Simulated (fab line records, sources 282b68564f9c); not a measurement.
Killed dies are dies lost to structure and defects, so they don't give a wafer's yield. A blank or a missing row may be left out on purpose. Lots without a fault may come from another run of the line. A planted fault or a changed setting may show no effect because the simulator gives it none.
A sampling plan put to the test | flow rit_cmos | one fab line, 7 faults that these records tell of, each judged on the records of the lots that it struck
The plan is the line's own looks: the steps of the route at which a gauge or an inspection reads the wafer and doesn't change it. A look can be judged if struck wafers have a number there and the file gives its usual mean and standard deviation on fault-free wafers. Caught: at a look after the fault's first step, the mean of the struck wafers lies 4 or more of those standard deviations (sigma) from the usual mean. On the tool: the same test on the tool's own readings at the fault's steps. Another recipe on the struck wafers, or a record that is blank for them alone, also counts as caught.

THE FAULTS, as the simulator had put them in
1. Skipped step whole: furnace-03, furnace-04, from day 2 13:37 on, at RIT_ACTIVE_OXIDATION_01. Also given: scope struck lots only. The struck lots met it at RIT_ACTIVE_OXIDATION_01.
2. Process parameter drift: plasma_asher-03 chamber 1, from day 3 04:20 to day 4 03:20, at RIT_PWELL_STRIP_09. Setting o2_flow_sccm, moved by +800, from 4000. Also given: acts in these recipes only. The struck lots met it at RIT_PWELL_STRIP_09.
3. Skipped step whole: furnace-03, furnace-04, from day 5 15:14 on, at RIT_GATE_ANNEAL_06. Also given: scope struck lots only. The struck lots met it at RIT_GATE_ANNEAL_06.
4. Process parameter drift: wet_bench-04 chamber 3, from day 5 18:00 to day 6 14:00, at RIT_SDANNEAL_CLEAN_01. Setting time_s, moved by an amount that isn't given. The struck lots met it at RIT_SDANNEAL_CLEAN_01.
5. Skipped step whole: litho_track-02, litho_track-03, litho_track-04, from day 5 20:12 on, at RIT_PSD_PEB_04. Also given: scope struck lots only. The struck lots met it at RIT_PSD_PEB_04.
6. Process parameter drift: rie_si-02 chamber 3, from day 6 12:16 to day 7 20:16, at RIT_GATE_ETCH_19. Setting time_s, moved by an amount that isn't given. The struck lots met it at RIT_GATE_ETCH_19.
7. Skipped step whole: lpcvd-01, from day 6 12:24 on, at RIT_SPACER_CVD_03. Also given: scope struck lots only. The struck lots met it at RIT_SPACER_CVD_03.

WHAT THE PLAN SAW
fault | on the tool itself                               | first look that catches it     | reading, sigma | median hours from its first step to that look | hours from the fault's start to the first struck lot there | judged looks passed uncaught
1     | the tool's record is blank for the struck wafers | no look after it can be judged | -              | -                                             | -                                                          | 0
2     | o2_flow_sccm +66 sigma                           | no look after it can be judged | -              | -                                             | -                                                          | 0
3     | the tool's record is blank for the struck wafers | no look after it can be judged | -              | -                                             | -                                                          | 0
4     | run_length_s +42 sigma                           | no look after it can be judged | -              | -                                             | -                                                          | 0
5     | no reading that can be judged                    | no look after it can be judged | -              | -                                             | -                                                          | 0
6     | run_length_s +99 or beyond sigma                 | no look after it can be judged | -              | -                                             | -                                                          | 0
7     | the tool's record is blank for the struck wafers | no look after it can be judged | -              | -                                             | -                                                          | 0
A dash: the fault isn't caught, or these records don't give the number.

Caught at a look: 0 of 7. Caught on the tool: 6 of 7. By one or the other: 6 of 7.
Caught on the tool alone: faults 1, 2, 3, 4, 6, 7.
Caught by neither: fault 5.
